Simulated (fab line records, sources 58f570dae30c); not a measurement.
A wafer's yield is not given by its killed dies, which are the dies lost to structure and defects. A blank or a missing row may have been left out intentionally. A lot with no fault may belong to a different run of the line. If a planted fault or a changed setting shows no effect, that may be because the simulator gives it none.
Which tool is to blame? ; flow berkeleyCmos170 ; 42 wafers from 14 lots sampled at 4 of the route's 331 steps

== WHAT THE GAUGES SHOWED, per wafer ==
UCB170_CONTACT_THK_MEAS_02.
lot;measured;on;CONTACT_PSG_THK (nm)
L211;day 7 10:32;filmMetro-02;693 691 686
L214;day 7 10:32;filmMetro-03;697 701 702
L212;day 7 10:33;filmMetro-01;696 697 694
L213;day 7 11:35;filmMetro-02;697 695 702
L216;day 8 09:49;filmMetro-03;705 706 709
L215;day 8 11:35;filmMetro-01;699 707 701
L217;day 8 11:35;filmMetro-03;698 700 699
L219;day 9 06:43;filmMetro-02;696 689 689
L227;day 10 13:38;filmMetro-01;703 702 704
L229;day 10 18:43;filmMetro-02;694 699 698
L228;day 10 18:54;filmMetro-02;704 707 704
L231;day 11 12:55;filmMetro-03;702 695 695
L232;day 11 12:55;filmMetro-02;696 694 696
L233;day 11 14:28;filmMetro-01;694 695 696

UCB170_M1_RS_MEAS_01: measurement is done with a four-point probe.
lot;measured;on;M1_AL_RS (ohm/sq)
L211;day 7 13:08;filmMetro-04;0.0487 0.0482 0.0482
L214;day 7 13:47;filmMetro-01;0.0489 0.0491 0.0490
L212;day 7 13:26;filmMetro-01;0.0481 0.0483 0.0484
L213;day 7 14:24;filmMetro-01;0.0489 0.0490 0.0492
L216;day 8 12:29;filmMetro-02;0.0484 0.0481 0.0482
L215;day 8 14:35;filmMetro-04;0.0482 0.0481 0.0480
L217;day 8 15:12;filmMetro-02;0.0497 0.0499 0.0506
L219;day 9 10:13;filmMetro-04;0.0498 0.0504 0.0505
L227;day 10 16:11;filmMetro-02;0.0479 0.0482 0.0489
L229;day 10 21:52;filmMetro-01;0.0487 0.0483 0.0480
L228;day 10 22:49;filmMetro-01;0.0491 0.0484 0.0488
L231;day 11 16:34;filmMetro-01;0.0484 0.0485 0.0481
L232;day 11 17:17;filmMetro-01;0.0472 0.0474 0.0473
L233;day 11 18:27;filmMetro-01;0.0477 0.0477 0.0481

UCB170_M1_THK_MEAS_02: measures by xrf.
lot;measured;on;M1_AL_THK (nm)
L211;day 7 13:15;filmMetro-04;602 605 608
L214;day 7 13:55;filmMetro-01;601 598 600
L212;day 7 13:32;filmMetro-01;606 605 605
L213;day 7 14:31;filmMetro-01;600 599 600
L216;day 8 12:34;filmMetro-02;611 613 612
L215;day 8 14:42;filmMetro-04;607 607 602
L217;day 8 15:19;filmMetro-02;598 593 584
L219;day 9 10:20;filmMetro-04;583 583 580
L227;day 10 16:17;filmMetro-02;618 614 608
L229;day 10 21:58;filmMetro-01;603 606 613
L228;day 10 22:56;filmMetro-01;598 605 599
L231;day 11 16:40;filmMetro-01;609 604 611
L232;day 11 17:23;filmMetro-01;621 625 621
L233;day 11 18:34;filmMetro-01;609 616 606

== EACH LOT AND THE TOOL THAT RAN IT (in order: tool; ch and the chambers of the sampled wafers; start) ==
lot;UCB170_M1_SPUTTER_00
L211;pvdSputter-01, day 7 13:04
L214;pvdSputter-02, day 7 13:44
L212;pvdSputter-03, day 7 13:21
L213;pvdSputter-03, day 7 14:19
L216;pvdSputter-02, day 8 12:22
L215;pvdSputter-03, day 8 14:31
L217;pvdSputter-02, day 8 15:07
L219;pvdSputter-02, day 9 10:08
L227;pvdSputter-01, day 10 16:02
L229;pvdSputter-01, day 10 21:45
L228;pvdSputter-03, day 10 22:45
L231;pvdSputter-02, day 11 16:29
L232;pvdSputter-03, day 11 17:08
L233;pvdSputter-01, day 11 18:23
- UCB170_M1_SPUTTER_00: material Al, target thk 600 nm, time 80 s.

== AS READ BY THE TOOLS THEMSELVES (means over the sampled wafers that have a number; for cases with no such wafer, the mark the record gives instead) ==
UCB170_M1_SPUTTER_00.
lot;tool;cathodeDcPowerW (W);chamberPressurePa (Pa);throttleValvePct (%)
L211;pvdSputter-01;5998.8;0.5006;29.4
L214;pvdSputter-02;6000.0;0.5004;29.3
L212;pvdSputter-03;6000.0;0.5006;29.4
L213;pvdSputter-03;5999.3;0.5005;29.6
L216;pvdSputter-02;5999.4;0.4998;30.7
L215;pvdSputter-03;5998.8;0.4999;29.1
L217;pvdSputter-02;6000.1;0.5522;28.3
L219;pvdSputter-02;6000.5;0.5525;28.5
L227;pvdSputter-01;5998.3;0.5014;30.4
L229;pvdSputter-01;6000.2;0.4997;30.5
L228;pvdSputter-03;5999.6;0.5002;28.7
L231;pvdSputter-02;5998.8;0.4998;30.2
L232;pvdSputter-03;6000.1;0.5006;29.9
L233;pvdSputter-01;5999.8;0.4999;30.2

== THE ANSWER, worked out from the rows above alone ==
Rule: what is usual is taken from the lots themselves. The widest of any qualifying gaps counts: lots, ordered by their means at a reading, are off when they make up no more than a third of the lots, leave a main group of 4 or more, and stand apart from it by 3 or more times the standard deviation of that group's means. Not used: any main group whose means are identical at the precision the tables above print for the reading. A lot without any number at a reading at which 4 lots or more have one is off too. Any other lot the step has rows for is counted as sound. The gauges are gone through in route order, then the tools' own readings, and for those a lot's mean is taken as printed above. The first step at which some lot is off is used, and at that step the reading that is off furthest; a lot without a number counts as furthest.
Off: L217, L219, at UCB170_M1_SPUTTER_00 (chamberPressurePa). The main group: mean 0.5003 Pa, standard deviation 0.00048.
If a tool, at that step or one of the process steps before it, ran each lot that is off and ran no sound lot following the first of them, it fits. Not one of the candidates tried fits.

== WHAT THE SIMULATOR PUT IN ==
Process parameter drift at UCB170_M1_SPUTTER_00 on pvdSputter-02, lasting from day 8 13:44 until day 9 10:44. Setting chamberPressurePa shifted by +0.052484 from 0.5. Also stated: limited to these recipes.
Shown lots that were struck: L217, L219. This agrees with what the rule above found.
